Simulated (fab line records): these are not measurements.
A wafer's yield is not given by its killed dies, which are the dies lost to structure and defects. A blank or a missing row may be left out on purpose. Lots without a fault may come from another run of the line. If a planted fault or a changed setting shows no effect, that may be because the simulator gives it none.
One fault seen from 2 desks / flow berkeley cmos170 / each desk has only its own numbers; what lay behind them comes last

== TOOL OWNER'S DESK, litho track-02 ==
The tool's own readings at UCB170_M2_COAT_05 (resist thk 900 nm): means of the sampled wafers that have a number, for each lot that ran on this tool. The brackets show how far a lot's mean lies from the usual mean; more than 4 standard deviations puts the lot out of limits, marked OUT.
Columns: A = resist line temp C at UCB170_M2_COAT_05, usual 22.98 C; B = spin speed rpm at UCB170_M2_COAT_05, usual 1499.8 rpm
lot=L442; first seen here=day 9 13:31; A=23.10; B=1499.7
lot=L444; first seen here=day 10 05:15; A=23.10; B=1474.8 (-26) OUT
lot=L445; first seen here=day 10 05:40; A=22.94; B=1477.1 (-23) OUT
lot=L447; first seen here=day 10 20:55; A=22.94; B=1475.7 (-25) OUT
This desk finds L444, L445, L447 out of limits, L444 being first, at day 10 05:15 (spin speed rpm at UCB170_M2_COAT_05). In limits: L442.

== FROM THE METROLOGY DESK ==
Lot by lot, what the gauges showed, no matter which tool ran the lot: averages of those sampled wafers that carry a number. The brackets show how far a lot's mean lies from the usual mean; more than 4 standard deviations puts the lot out of limits, marked OUT.
Columns: A = cd nm at UCB170_V1_CD_MEAS_12, usual 700.2 nm; B = V1_OVL at UCB170_V1_OVL_MEAS_13, usual -2 nm; C = cd nm at UCB170_V1_CD_MEAS_90, usual 700.4 nm; D = M2_AL_RS at UCB170_M2_RS_MEAS_02, usual 0.0323 ohm/sq; E = M2_AL_THK at UCB170_M2_THK_MEAS_03, usual 902 nm
lot=L441; first seen here=day 9 11:50; A=699.1; B=-6; C=699.4; D=0.0326; E=893
lot=L442; first seen here=day 9 11:57; A=702.3; B=-2; C=702.2; D=0.0322; E=904
lot=L444; first seen here=day 10 04:10; A=698.4; B=4; C=699.4; D=0.0321; E=914
lot=L445; first seen here=day 10 04:25; A=700.3; B=-4; C=700.1; D=0.0322; E=911
lot=L447; first seen here=day 10 19:34; A=701.5; B=-4; C=701.1; D=0.0327; E=899
lot=L454; first seen here=day 12 00:43; A=699.1; B=-3; C=699.0; D=0.0328; E=892
lot=L456; first seen here=day 12 02:02; A=700.8; B=0; C=701.0; D=0.0319; E=912
This desk found nothing out of limits on any of the 7 lots.

== BROUGHT TOGETHER ==
An alarm could have come from the tool owner's desk at day 10 05:15, on L444, L445, L447.
The metrology desk saw nothing out of limits.
The metrology desk holds a record of L444, L445, L447, inside its limits.
Every lot named ran UCB170_M2_COAT_05 on litho track-02.

== WHAT THE SIMULATOR HAD PUT IN ==
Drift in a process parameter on litho track-02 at UCB170_M2_COAT_05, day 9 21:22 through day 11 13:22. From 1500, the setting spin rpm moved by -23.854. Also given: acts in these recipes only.
Shown lots that were struck: L444, L445, L447.
Time in hours from fault onset to the first out-of-limits reading at each desk: the tool owner's desk, 8.
